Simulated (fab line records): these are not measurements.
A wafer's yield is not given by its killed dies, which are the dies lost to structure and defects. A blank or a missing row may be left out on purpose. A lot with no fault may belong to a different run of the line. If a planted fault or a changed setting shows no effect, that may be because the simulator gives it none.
fab line records -- flow berkeley_cmos170
record lots=5, wafers=23
route steps=331 shown CONTACT@229 M1@238 M2@272 V2@302
start_h: start of the lot's first displayed wafer, in hours after the record's first day -- wait_h: hours from the lot's prior step to this one -- " as in the row above -- L1.1+2: several wafers, shown together as one row -- - either no value or no given start -- * or withheld: withheld -- < > ~ a bound
route shown NAME@n: names a module that has steps shown in the file, with the first one's number in the route -- usual: mean and standard deviation over wafers with no fault -- same: alike in all rows -- chamber/n: place in a boat -- sites: the reading at each site -- _std_site: their standard deviation -- _edge_site: outer sites' mean less inner sites' -- radius_mm: how far each site lies from the wafer's centre -- mask NAME#n: copy n -- behind: tool/chamber where the wafer was last shaped -- hold: reason for holding the lot/hours on hold/outcome of the hold -- device: the transistor (n, p or np) that didn't switch -- end of line: tests of these same wafers at the route's end -- where a step has no rows: the recipe by itself -- killed: dies lost to structure and defects at the first sort, not the wafer's yield -- map: per-die view of a wafer (x killed, . not killed, _ where there is no die)
set.NAME: the setting that was run; set.NAME@STEP: the one run at that earlier step -- model.NAME: the simulator's own value behind a step, which no gauge read
lots where settings were altered on purpose, with a table for each step and a row for each wafer
## steps
# step UCB170_CONTACT_PEB_13
# recipe peb_temp_c=130, peb_time_s=withheld, resist=KrF
lot.wafer,tool,chamber,start_h,wait_h,set.peb_temp_c
L075.1+2+3,litho_track-01,0,193.63,0.1,128.6
L075.5+6,litho_track-01,0,193.63,0.1,130
L076.1+3+4,litho_track-04,0,209.41,0.1,130
L076.2+5,litho_track-04,0,209.41,0.1,127
L080.1+3+5,litho_track-04,0,224.50,0.4,130
L082.1+5,litho_track-04,0,224.77,0.3,130
L082.2+3+4,litho_track-04,0,224.77,0.3,131.3
L081.2+3+4+5+6,litho_track-04,0,225.07,0.4,130
# step UCB170_CONTACT_DEVELOP_14
# recipe developer=TMAH, develop_time_s=45, resist=KrF, dev_temp_c=21
# step UCB170_CONTACT_CD_MEAS_15
# recipe target_cd_nm=700
# usual cd_nm=699.7/1.4
lot.wafer,tool,chamber,start_h,wait_h,set.peb_temp_c@CONTACT_PEB_13,cd_nm
L075.1,cd_sem-02,-,193.90,-,128.6,690.2
L075.2,cd_sem-02,-,193.90,-,128.6,691.0
L075.3,cd_sem-02,-,193.90,-,128.6,691.4
L075.5,cd_sem-02,-,193.90,-,130,700.0
L075.6,cd_sem-02,-,193.90,-,130,702.6
L076.1,cd_sem-01,-,209.68,-,130,696.8
L076.2,cd_sem-01,-,209.68,-,127,676.5
L076.3,cd_sem-01,-,209.68,-,130,698.6
L076.4,cd_sem-01,-,209.68,-,130,698.0
L076.5,cd_sem-01,-,209.68,-,127,675.7
L080.1,cd_sem-01,-,224.77,-,130,698.1
L080.3,cd_sem-01,-,224.77,-,130,700.3
L080.5,cd_sem-01,-,224.77,-,130,699.7
L082.1,cd_sem-02,-,225.05,-,130,696.4
L082.2,cd_sem-02,-,225.05,-,131.3,706.1
L082.3,cd_sem-02,-,225.05,-,131.3,706.3
L082.4,cd_sem-02,-,225.05,-,131.3,706.1
L082.5,cd_sem-02,-,225.05,-,130,698.5
L081.2,cd_sem-01,-,225.34,-,130,699.4
L081.3,cd_sem-01,-,225.34,-,130,698.6
L081.4,cd_sem-01,-,225.34,-,130,698.6
L081.5,cd_sem-01,-,225.34,-,130,698.5
L081.6,cd_sem-01,-,225.34,-,130,700.1
# step UCB170_CONTACT_ETCH_17
# recipe chemistry=N2/H2, target_depth_a=withheld, overetch_a=withheld, target=BARC, time_s=withheld, source_w=500, bias_w=100, pressure_mtorr=30, n2_flow_sccm=100, h2_flow_sccm=200
lot.wafer,tool,chamber,start_h,wait_h,set.peb_temp_c@CONTACT_PEB_13,model.CONTACT.cd_nm
L075.1,rie_diel-01,1,194.06,0.0,128.6,689.8
L075.2,rie_diel-01,2,194.06,0.0,128.6,691.8
L075.3,rie_diel-01,3,194.06,0.0,128.6,691.7
L075.5,rie_diel-01,1,194.06,0.0,130,699.9
L075.6,rie_diel-01,2,194.06,0.0,130,703.4
L076.1,rie_diel-03,1,209.84,0.0,130,696.3
L076.2,rie_diel-03,0,209.84,0.0,127,676.6
L076.3,rie_diel-03,2,209.84,0.0,130,698.9
L076.4,rie_diel-03,3,209.84,0.0,130,697.8
L076.5,rie_diel-03,1,209.84,0.0,127,675.6
L080.1,rie_diel-01,0,224.93,0.0,130,698.6
L080.3,rie_diel-01,1,224.93,0.0,130,699.8
L080.5,rie_diel-01,2,224.93,0.0,130,700.6
L082.1,rie_diel-04,1,225.20,0.0,130,697.7
L082.2,rie_diel-04,2,225.20,0.0,131.3,705.7
L082.3,rie_diel-04,0,225.20,0.0,131.3,706.7
L082.4,rie_diel-04,3,225.20,0.0,131.3,705.3
L082.5,rie_diel-04,1,225.20,0.0,130,699
L081.2,rie_diel-01,3,225.48,0.0,130,698.5
L081.3,rie_diel-01,1,225.48,0.0,130,697.6
L081.4,rie_diel-01,0,225.48,0.0,130,698
L081.5,rie_diel-01,2,225.48,0.0,130,697.9
L081.6,rie_diel-01,3,225.48,0.0,130,699.8
# step UCB170_CONTACT_ETCH_18
# recipe chemistry=CHF3/CF4/Ar, target=PSG, stop_on=TiSi2, CHF3_flow_sccm=45, cf4_flow_sccm=15, Ar_flow_sccm=150, pressure_mtorr=200, rf_w=700, target_depth_a=8400, over_etch_frac=0.2, time_s=195
lot.wafer,tool,chamber,start_h,wait_h,set.peb_temp_c@CONTACT_PEB_13,model.CONTACT.cd_nm
L075.1,rie_diel-01,1,-,-,128.6,690.1
L075.2,rie_diel-01,2,-,-,128.6,692.4
L075.3,rie_diel-01,3,-,-,128.6,691.4
L075.5,rie_diel-01,1,-,-,130,700.3
L075.6,rie_diel-01,2,-,-,130,704
L076.1,rie_diel-03,1,-,-,130,695.6
L076.2,rie_diel-03,0,-,-,127,675.9
L076.3,rie_diel-03,2,-,-,130,699.2
L076.4,rie_diel-03,3,-,-,130,697.1
L076.5,rie_diel-03,1,-,-,127,674.7
L080.1,rie_diel-01,0,-,-,130,698.9
L080.3,rie_diel-01,1,-,-,130,700.2
L080.5,rie_diel-01,2,-,-,130,701.3
L082.1,rie_diel-04,1,-,-,130,697.7
L082.2,rie_diel-04,2,-,-,131.3,706.2
L082.3,rie_diel-04,0,-,-,131.3,707.1
L082.4,rie_diel-04,3,-,-,131.3,704.8
L082.5,rie_diel-04,1,-,-,130,698.8
L081.2+5,rie_diel-01,"3,2",-,-,130,698.4
L081.3,rie_diel-01,1,-,-,130,697.4
L081.4,rie_diel-01,0,-,-,130,697.7
L081.6,rie_diel-01,3,-,-,130,699.9
# step UCB170_CONTACT_STRIP_19
# recipe chemistry=O2, power_w=400, pressure_mtorr=3500, platen_temp_c=withheld, o2_flow_sccm=400, overash_fraction=0.5
# step UCB170_CONTACT_CD_MEAS_90
# recipe target_cd_nm=700
# usual cd_nm=699.7/1.6
lot.wafer,tool,chamber,start_h,wait_h,set.peb_temp_c@CONTACT_PEB_13,cd_nm
L075.1,cd_sem-02,-,194.33,0.1,128.6,690.0
L075.2,cd_sem-02,-,194.33,0.1,128.6,692.5
L075.3,cd_sem-02,-,194.33,0.1,128.6,691.7
L075.5,cd_sem-02,-,194.33,0.1,130,700.6
L075.6,cd_sem-02,-,194.33,0.1,130,704.0
L076.1,cd_sem-01,-,210.10,0.1,130,695.5
L076.2,cd_sem-01,-,210.10,0.1,127,675.8
L076.3,cd_sem-01,-,210.10,0.1,130,699.2
L076.4,cd_sem-01,-,210.10,0.1,130,697.1
L076.5,cd_sem-01,-,210.10,0.1,127,674.4
L080.1,cd_sem-01,-,225.20,0.1,130,699.2
L080.3,cd_sem-01,-,225.20,0.1,130,700.6
L080.5,cd_sem-01,-,225.20,0.1,130,701.5
L082.1,cd_sem-02,-,225.53,0.1,130,697.4
L082.2,cd_sem-02,-,225.53,0.1,131.3,706.4
L082.3,cd_sem-02,-,225.53,0.1,131.3,707.4
L082.4,cd_sem-02,-,225.53,0.1,131.3,704.9
L082.5,cd_sem-02,-,225.53,0.1,130,699.3
L081.2,cd_sem-01,-,225.77,0.1,130,698.6
L081.3,cd_sem-01,-,225.77,0.1,130,697.5
L081.4,cd_sem-01,-,225.77,0.1,130,697.6
L081.5,cd_sem-01,-,225.77,0.1,130,698.0
L081.6,cd_sem-01,-,225.77,0.1,130,700.2
# step UCB170_M1_SPUTTER_00
# recipe material=Al, target_thk_nm=600, time_s=80, power_w=6000, chamber_pressure_pa=0.5
lot.wafer,tool,chamber,start_h,wait_h,set.power_w,model.Al_of_M1_SPUTTER_00.thk_nm
L075.1,pvd_sputter-03,-,194.62,0.0,6000,600.2
L075.2,pvd_sputter-03,-,194.62,0.0,6000,600.1
L075.3,pvd_sputter-03,-,194.62,0.0,6000,598.3
L075.5,pvd_sputter-03,-,194.62,0.0,6000,596.6
L075.6,pvd_sputter-03,-,194.62,0.0,6000,598.6
L076.1,pvd_sputter-03,-,210.41,0.0,6625,666.5
L076.2,pvd_sputter-03,-,210.41,0.0,6000,600
L076.3,pvd_sputter-03,-,210.41,0.0,6000,591.9
L076.4,pvd_sputter-03,-,210.41,0.0,6625,654.4
L076.5,pvd_sputter-03,-,210.41,0.0,6000,601.9
L080.1,pvd_sputter-04,-,225.49,0.0,6000,596
L080.3,pvd_sputter-04,-,225.49,0.0,6000,604.4
L080.5,pvd_sputter-04,-,225.49,0.0,6000,603.6
L082.1,pvd_sputter-02,-,225.83,0.0,6000,607.9
L082.2,pvd_sputter-02,-,225.83,0.0,6000,610.8
L082.3,pvd_sputter-02,-,225.83,0.0,5560,548.5
L082.4,pvd_sputter-02,-,225.83,0.0,5560,559.7
L082.5,pvd_sputter-02,-,225.83,0.0,5560,549
L081.2,pvd_sputter-03,-,226.04,0.0,6000,600.8
L081.3,pvd_sputter-03,-,226.04,0.0,6000,600.6
L081.4,pvd_sputter-03,-,226.04,0.0,6260,634.1
L081.5,pvd_sputter-03,-,226.04,0.0,6260,631.7
L081.6,pvd_sputter-03,-,226.04,0.0,6000,598.6
# step UCB170_M1_RS_MEAS_01
# recipe thk_meas_gauge=four-point-probe, reads=Al_of_M1_SPUTTER_00
# usual M1_AL_RS=0.0485/0.00053
lot.wafer,tool,chamber,start_h,wait_h,set.power_w@M1_SPUTTER_00,M1_AL_RS[ohm/sq]
L075.1,film_metro-01,-,194.68,0.0,6000,0.0485
L075.2,film_metro-01,-,194.68,0.0,6000,0.0485
L075.3,film_metro-01,-,194.68,0.0,6000,0.0487
L075.5,film_metro-01,-,194.68,0.0,6000,0.0489
L075.6,film_metro-01,-,194.68,0.0,6000,0.0488
L076.1,film_metro-01,-,210.48,0.0,6625,0.0436
L076.2,film_metro-01,-,210.48,0.0,6000,0.0485
L076.3,film_metro-01,-,210.48,0.0,6000,0.0492
L076.4,film_metro-01,-,210.48,0.0,6625,0.0444
L076.5,film_metro-01,-,210.48,0.0,6000,0.0484
L080.1,film_metro-04,-,225.55,0.0,6000,0.0489
L080.3,film_metro-04,-,225.55,0.0,6000,0.0481
L080.5,film_metro-04,-,225.55,0.0,6000,0.0483
L082.1,film_metro-04,-,225.90,0.0,6000,0.0479
L082.2,film_metro-04,-,225.90,0.0,6000,0.0476
L082.3,film_metro-04,-,225.90,0.0,5560,0.0531
L082.4,film_metro-04,-,225.90,0.0,5560,0.0521
L082.5,film_metro-04,-,225.90,0.0,5560,0.0530
L081.2,film_metro-01,-,226.13,0.1,6000,0.0484
L081.3,film_metro-01,-,226.13,0.1,6000,0.0484
L081.4,film_metro-01,-,226.13,0.1,6260,0.0459
L081.5,film_metro-01,-,226.13,0.1,6260,0.0462
L081.6,film_metro-01,-,226.13,0.1,6000,0.0486
# step UCB170_M1_THK_MEAS_02
# recipe thk_meas_gauge=xrf, reads=Al_of_M1_SPUTTER_00
# usual M1_AL_THK=583/7.4
lot.wafer,tool,chamber,start_h,wait_h,set.power_w@M1_SPUTTER_00,M1_AL_THK[nm]
L075.1,film_metro-01,-,194.80,0.1,6000,585
L075.2,film_metro-01,-,194.80,0.1,6000,586
L075.3,film_metro-01,-,194.80,0.1,6000,584
L075.5,film_metro-01,-,194.80,0.1,6000,578
L075.6,film_metro-01,-,194.80,0.1,6000,583
L076.1,film_metro-01,-,210.60,0.1,6625,651
L076.2,film_metro-01,-,210.60,0.1,6000,581
L076.3,film_metro-01,-,210.60,0.1,6000,574
L076.4,film_metro-01,-,210.60,0.1,6625,634
L076.5,film_metro-01,-,210.60,0.1,6000,591
L080.1,film_metro-04,-,225.67,0.1,6000,581
L080.3,film_metro-04,-,225.67,0.1,6000,588
L080.5,film_metro-04,-,225.67,0.1,6000,584
L082.1,film_metro-04,-,226.02,0.1,6000,589
L082.2,film_metro-04,-,226.02,0.1,6000,595
L082.3,film_metro-04,-,226.02,0.1,5560,531
L082.4,film_metro-04,-,226.02,0.1,5560,545
L082.5,film_metro-04,-,226.02,0.1,5560,530
L081.2,film_metro-01,-,226.24,0.1,6000,588
L081.3,film_metro-01,-,226.24,0.1,6000,588
L081.4,film_metro-01,-,226.24,0.1,6260,618
L081.5,film_metro-01,-,226.24,0.1,6260,622
L081.6,film_metro-01,-,226.24,0.1,6000,586
# step UCB170_M1_COAT_03
# recipe resist=BARC, temp_c=withheld, time_s=withheld, spin_rpm=3000, resist_thk_nm=withheld
# step UCB170_M1_COAT_04
# recipe resist=KrF, spin_rpm=1500, resist_thk_nm=900
# step UCB170_M1_ETCH_11
# recipe chemistry=N2/H2, target_depth_a=withheld, overetch_a=withheld, target=BARC, time_s=withheld, source_w=500, bias_w=100, pressure_mtorr=30, n2_flow_sccm=100, h2_flow_sccm=200
# step UCB170_M1_METAL_ETCH_12
# recipe chemistry=Cl2/BCl3, target=Al, stop_on=PSG, pressure_mtorr=12, target_depth_a=7800, over_etch_frac=0.3, time_s=130, icp_w=600, bias_w=120, Cl2_flow_sccm=90, bcl3_flow_sccm=45
# usual oes_product_au=0.841/0.014
lot.wafer,tool,chamber,start_h,wait_h,set.power_w@M1_SPUTTER_00,oes_product_au
L075.1,rie_metal-02,1,196.03,-,6000,0.846
L075.2,rie_metal-02,0,196.03,-,6000,0.843
L075.3,rie_metal-02,0,196.03,-,6000,0.832
L075.5,rie_metal-02,1,196.03,-,6000,0.840
L075.6,rie_metal-02,0,196.03,-,6000,0.836
L076.1,rie_metal-04,0,212.05,-,6625,0.895
L076.2,rie_metal-04,1,212.05,-,6000,0.819
L076.3,rie_metal-04,0,212.05,-,6000,0.827
L076.4,rie_metal-04,1,212.05,-,6625,0.870
L076.5,rie_metal-04,0,212.05,-,6000,0.838
L080.1,rie_metal-04,0,227.00,-,6000,0.838
L080.3,rie_metal-04,0,227.00,-,6000,0.831
L080.5,rie_metal-04,0,227.00,-,6000,0.835
L082.1,rie_metal-02,0,227.21,-,6000,0.847
L082.2,rie_metal-02,1,227.21,-,6000,0.860
L082.3,rie_metal-02,1,227.21,-,5560,0.791
L082.4,rie_metal-02,0,227.21,-,5560,0.801
L082.5,rie_metal-02,0,227.21,-,5560,0.792
L081.2,rie_metal-03,0,227.35,-,6000,0.841
L081.3,rie_metal-03,0,227.35,-,6000,0.842
L081.4,rie_metal-03,1,227.35,-,6260,0.891
L081.5,rie_metal-03,1,227.35,-,6260,0.895
L081.6,rie_metal-03,0,227.35,-,6000,0.851
# step UCB170_M2_SPUTTER_01
# recipe material=Al, target_thk_nm=900, time_s=120, power_w=6000, chamber_pressure_pa=0.5
lot.wafer,tool,chamber,start_h,wait_h,set.time_s,model.Al_of_M2_SPUTTER_01.thk_nm
L075.1,pvd_sputter-01,-,202.19,0.0,120,905.4
L075.2,pvd_sputter-01,-,202.19,0.0,120,897.2
L075.3,pvd_sputter-01,-,202.19,0.0,120,895.5
L075.5,pvd_sputter-01,-,202.19,0.0,120,892.8
L075.6,pvd_sputter-01,-,202.19,0.0,120,899.9
L076.1,pvd_sputter-01,-,217.77,0.0,120,896.4
L076.2,pvd_sputter-01,-,217.77,0.0,120,909.7
L076.3,pvd_sputter-01,-,217.77,0.0,120,903.7
L076.4,pvd_sputter-01,-,217.77,0.0,120,906.3
L076.5,pvd_sputter-01,-,217.77,0.0,120,906.7
L080.1,pvd_sputter-03,-,232.33,0.0,120,880.3
L080.3,pvd_sputter-03,-,232.33,0.0,120,893.8
L080.5,pvd_sputter-03,-,232.33,0.0,120,889.5
L081.2,pvd_sputter-01,-,232.57,0.0,113.4,843.5
L081.3,pvd_sputter-01,-,232.57,0.0,120,895
L081.4,pvd_sputter-01,-,232.57,0.0,113.4,858.4
L081.5,pvd_sputter-01,-,232.57,0.0,120,887.8
L081.6,pvd_sputter-01,-,232.57,0.0,113.4,857.6
L082.1,pvd_sputter-02,-,232.84,0.0,126.9,952.8
L082.2,pvd_sputter-02,-,232.84,0.0,120,894
L082.3,pvd_sputter-02,-,232.84,0.0,120,901
L082.4,pvd_sputter-02,-,232.84,0.0,126.9,956.1
L082.5,pvd_sputter-02,-,232.84,0.0,120,903.1
# step UCB170_M2_RS_MEAS_02
# recipe thk_meas_gauge=four-point-probe, reads=Al_of_M2_SPUTTER_01
# usual M2_AL_RS=0.0323/0.00032
lot.wafer,tool,chamber,start_h,wait_h,set.time_s@M2_SPUTTER_01,M2_AL_RS[ohm/sq]
L075.1,film_metro-03,-,202.28,0.0,120,0.0319
L075.2,film_metro-03,-,202.28,0.0,120,0.0323
L075.3,film_metro-03,-,202.28,0.0,120,0.0323
L075.5,film_metro-03,-,202.28,0.0,120,0.0325
L075.6,film_metro-03,-,202.28,0.0,120,0.0321
L076.1,film_metro-01,-,217.86,0.0,120,0.0323
L076.2,film_metro-01,-,217.86,0.0,120,0.0318
L076.3,film_metro-01,-,217.86,0.0,120,0.0320
L076.4,film_metro-01,-,217.86,0.0,120,0.0319
L076.5,film_metro-01,-,217.86,0.0,120,0.0319
L080.1,film_metro-03,-,232.42,0.0,120,0.0329
L080.3,film_metro-03,-,232.42,0.0,120,0.0324
L080.5,film_metro-03,-,232.42,0.0,120,0.0326
L081.2,film_metro-04,-,232.67,0.1,113.4,0.0343
L081.3,film_metro-04,-,232.67,0.1,120,0.0323
L081.4,film_metro-04,-,232.67,0.1,113.4,0.0337
L081.5,film_metro-04,-,232.67,0.1,120,0.0325
L081.6,film_metro-04,-,232.67,0.1,113.4,0.0337
L082.1,film_metro-01,-,232.93,0.0,126.9,0.0303
L082.2,film_metro-01,-,232.93,0.0,120,0.0323
L082.3,film_metro-01,-,232.93,0.0,120,0.0321
L082.4,film_metro-01,-,232.93,0.0,126.9,0.0302
L082.5,film_metro-01,-,232.93,0.0,120,0.0321
# step UCB170_M2_THK_MEAS_03
# recipe thk_meas_gauge=xrf, reads=Al_of_M2_SPUTTER_01
# usual M2_AL_THK=869/9.9
lot.wafer,tool,chamber,start_h,wait_h,set.time_s@M2_SPUTTER_01,M2_AL_THK[nm]
L075.1,film_metro-03,-,202.40,0.1,120,874
L075.2,film_metro-03,-,202.40,0.1,120,866
L075.3,film_metro-03,-,202.40,0.1,120,862
L075.5,film_metro-03,-,202.40,0.1,120,863
L075.6,film_metro-03,-,202.40,0.1,120,868
L076.1,film_metro-01,-,217.98,0.1,120,874
L076.2,film_metro-01,-,217.98,0.1,120,891
L076.3,film_metro-01,-,217.98,0.1,120,879
L076.4,film_metro-01,-,217.98,0.1,120,884
L076.5,film_metro-01,-,217.98,0.1,120,887
L080.1,film_metro-03,-,232.54,0.1,120,854
L080.3,film_metro-03,-,232.54,0.1,120,864
L080.5,film_metro-03,-,232.54,0.1,120,866
L081.2,film_metro-04,-,232.78,0.1,113.4,811
L081.3,film_metro-04,-,232.78,0.1,120,869
L081.4,film_metro-04,-,232.78,0.1,113.4,833
L081.5,film_metro-04,-,232.78,0.1,120,859
L081.6,film_metro-04,-,232.78,0.1,113.4,832
L082.1,film_metro-01,-,233.05,0.1,126.9,935
L082.2,film_metro-01,-,233.05,0.1,120,869
L082.3,film_metro-01,-,233.05,0.1,120,880
L082.4,film_metro-01,-,233.05,0.1,126.9,936
L082.5,film_metro-01,-,233.05,0.1,120,879
# step UCB170_M2_COAT_05
# recipe resist=KrF, spin_rpm=1500, resist_thk_nm=900
lot.wafer,tool,chamber,start_h,wait_h,set.spin_rpm,model.KrF_of_M2_COAT_05.thk_nm
L075.1,litho_track-03,0,202.84,0.1,1564,878.6
L075.2,litho_track-03,0,202.84,0.1,1500,899.7
L075.3,litho_track-03,0,202.84,0.1,1500,898.8
L075.5,litho_track-03,0,202.84,0.1,1564,879.4
L075.6,litho_track-03,0,202.84,0.1,1500,899
L076.1,litho_track-01,0,218.39,0.1,1500,900.3
L076.2,litho_track-01,0,218.39,0.1,1500,901.6
L076.3,litho_track-01,0,218.39,0.1,1500,902.2
L076.4+5,litho_track-01,0,218.39,0.1,1500,900.8
L080.1,litho_track-04,0,232.75,0.1,1500,902.9
L080.3,litho_track-04,0,232.75,0.1,1500,906.4
L080.5,litho_track-04,0,232.75,0.1,1500,903
L081.2,litho_track-03,0,233.01,0.1,1586,873.5
L081.3,litho_track-03,0,233.01,0.1,1500,897.9
L081.4,litho_track-03,0,233.01,0.1,1586,873.7
L081.5,litho_track-03,0,233.01,0.1,1586,874.8
L081.6,litho_track-03,0,233.01,0.1,1500,898
L082.1,litho_track-01,0,233.26,0.1,1566,882.7
L082.2,litho_track-01,0,233.26,0.1,1500,900.4
L082.3,litho_track-01,0,233.26,0.1,1566,879.6
L082.4,litho_track-01,0,233.26,0.1,1566,881.5
L082.5,litho_track-01,0,233.26,0.1,1500,900.2
# step UCB170_M2_SOFTBAKE_06
# recipe resist=KrF, temp_c=130, time_s=60
# step UCB170_M2_STRIP_07
# recipe chemistry=O2, power_w=400, pressure_mtorr=3500, platen_temp_c=withheld, o2_flow_sccm=400, overash_fraction=0.5
# usual strip_time_to_endpoint_s=21.98/0.05
lot.wafer,tool,chamber,start_h,wait_h,set.spin_rpm@M2_COAT_05,strip_time_to_endpoint_s
L075.1,plasma_asher-01,0,203.14,0.1,1564,21.46
L075.2,plasma_asher-01,1,203.14,0.1,1500,21.98
L075.3,plasma_asher-01,0,203.14,0.1,1500,21.94
L075.5,plasma_asher-01,0,203.14,0.1,1564,21.47
L075.6,plasma_asher-01,1,203.14,0.1,1500,21.96
L076.1,plasma_asher-02,1,218.69,0.1,1500,21.96
L076.2,plasma_asher-02,0,218.69,0.1,1500,22.01
L076.3,plasma_asher-02,0,218.69,0.1,1500,22.02
L076.4,plasma_asher-02,1,218.69,0.1,1500,21.98
L076.5,plasma_asher-02,1,218.69,0.1,1500,21.99
L080.1,plasma_asher-02,1,233.05,0.1,1500,22.04
L080.3,plasma_asher-02,0,233.05,0.1,1500,22.12
L080.5,plasma_asher-02,0,233.05,0.1,1500,22.05
L081.2,plasma_asher-04,0,233.28,0.1,1586,21.33
L081.3,plasma_asher-04,1,233.28,0.1,1500,21.90
L081.4,plasma_asher-04,0,233.28,0.1,1586,21.34
L081.5,plasma_asher-04,0,233.28,0.1,1586,21.37
L081.6,plasma_asher-04,1,233.28,0.1,1500,21.92
L082.1,plasma_asher-02,0,233.56,0.1,1566,21.56
L082.2,plasma_asher-02,1,233.56,0.1,1500,21.98
L082.3,plasma_asher-02,1,233.56,0.1,1566,21.47
L082.4,plasma_asher-02,0,233.56,0.1,1566,21.53
L082.5,plasma_asher-02,1,233.56,0.1,1500,21.96
# step UCB170_V2_PEB_10
# recipe peb_temp_c=130, peb_time_s=withheld, resist=KrF
lot.wafer,tool,chamber,start_h,wait_h,set.peb_temp_c
L075.1+3+6,litho_track-04,0,207.17,0.5,131.4
L075.2+5,litho_track-04,0,207.17,0.5,130
L076.1+2,litho_track-01,0,222.12,0.2,130
L076.3+4+5,litho_track-01,0,222.12,0.2,132.3
L080.1+3+5,litho_track-04,0,237.08,0.1,130
L081.2+3+4+5+6,litho_track-01,0,237.32,0.1,130
L082.1+3+5,litho_track-01,0,238.31,0.3,131.9
L082.2+4,litho_track-01,0,238.31,0.3,130
# step UCB170_V2_DEVELOP_11
# recipe developer=TMAH, develop_time_s=45, resist=KrF, dev_temp_c=21
# step UCB170_V2_CD_MEAS_12
# recipe target_cd_nm=700
# usual cd_nm=700.8/1.8
lot.wafer,tool,chamber,start_h,wait_h,set.peb_temp_c@V2_PEB_10,cd_nm
L075.1,cd_sem-02,-,207.45,-,131.4,710.3
L075.2,cd_sem-02,-,207.45,-,130,700.9
L075.3,cd_sem-02,-,207.45,-,131.4,708.6
L075.5,cd_sem-02,-,207.45,-,130,700.5
L075.6,cd_sem-02,-,207.45,-,131.4,710.7
L076.1,cd_sem-02,-,222.39,-,130,700.7
L076.2,cd_sem-02,-,222.39,-,130,701.9
L076.3,cd_sem-02,-,222.39,-,132.3,715.2
L076.4,cd_sem-02,-,222.39,-,132.3,715.1
L076.5,cd_sem-02,-,222.39,-,132.3,714.9
L080.1,cd_sem-01,-,237.36,-,130,700.0
L080.3,cd_sem-01,-,237.36,-,130,700.4
L080.5,cd_sem-01,-,237.36,-,130,701.1
L081.2,cd_sem-02,-,237.59,-,130,699.4
L081.3,cd_sem-02,-,237.59,-,130,699.5
L081.4,cd_sem-02,-,237.59,-,130,701.1
L081.5,cd_sem-02,-,237.59,-,130,700.5
L081.6,cd_sem-02,-,237.59,-,130,698.6
L082.1,cd_sem-01,-,238.58,-,131.9,714.2
L082.2,cd_sem-01,-,238.58,-,130,702.3
L082.3,cd_sem-01,-,238.58,-,131.9,714.3
L082.4,cd_sem-01,-,238.58,-,130,702.2
L082.5,cd_sem-01,-,238.58,-,131.9,713.9
## key
split step=UCB170_CONTACT_PEB_13, setting=peb_temp_c, stated=130, by=wafer
response step=UCB170_CONTACT_CD_MEAS_15, reading=cd_nm, change=+9.36, per=1%, r=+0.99
response step=UCB170_CONTACT_ETCH_17, reading=model.CONTACT.cd_nm, change=+9.18, per=1%, r=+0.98
response step=UCB170_CONTACT_ETCH_18, reading=model.CONTACT.cd_nm, change=+9.38, per=1%, r=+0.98
response step=UCB170_CONTACT_CD_MEAS_90, reading=cd_nm, change=+9.44, per=1%, r=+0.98
split step=UCB170_M1_SPUTTER_00, setting=power_w, stated=6000, by=wafer
response step=UCB170_M1_SPUTTER_00, reading=model.Al_of_M1_SPUTTER_00.thk_nm, change=+6.69, per=1%, r=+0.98
response step=UCB170_M1_RS_MEAS_01, reading=M1_AL_RS, change=-0.00053, per=1%, r=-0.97
response step=UCB170_M1_THK_MEAS_02, reading=M1_AL_THK, change=+6.56, per=1%, r=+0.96
response step=UCB170_M1_METAL_ETCH_12, reading=oes_product_au, change=+0.00664, per=1%, r=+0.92
split step=UCB170_M2_SPUTTER_01, setting=time_s, stated=120, by=wafer
response step=UCB170_M2_SPUTTER_01, reading=model.Al_of_M2_SPUTTER_01.thk_nm, change=+8.32, per=1%, r=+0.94
response step=UCB170_M2_RS_MEAS_02, reading=M2_AL_RS, change=-0.000303, per=1%, r=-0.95
response step=UCB170_M2_THK_MEAS_03, reading=M2_AL_THK, change=+8.72, per=1%, r=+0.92
split step=UCB170_M2_COAT_05, setting=spin_rpm, stated=1500, by=wafer
response step=UCB170_M2_COAT_05, reading=model.KrF_of_M2_COAT_05.thk_nm, change=-4.36, per=1%, r=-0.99
response step=UCB170_M2_STRIP_07, reading=strip_time_to_endpoint_s, change=*, per=1%, r=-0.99
split step=UCB170_V2_PEB_10, setting=peb_temp_c, stated=130, by=wafer
response step=UCB170_V2_CD_MEAS_12, reading=cd_nm, change=+8.03, per=1%, r=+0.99
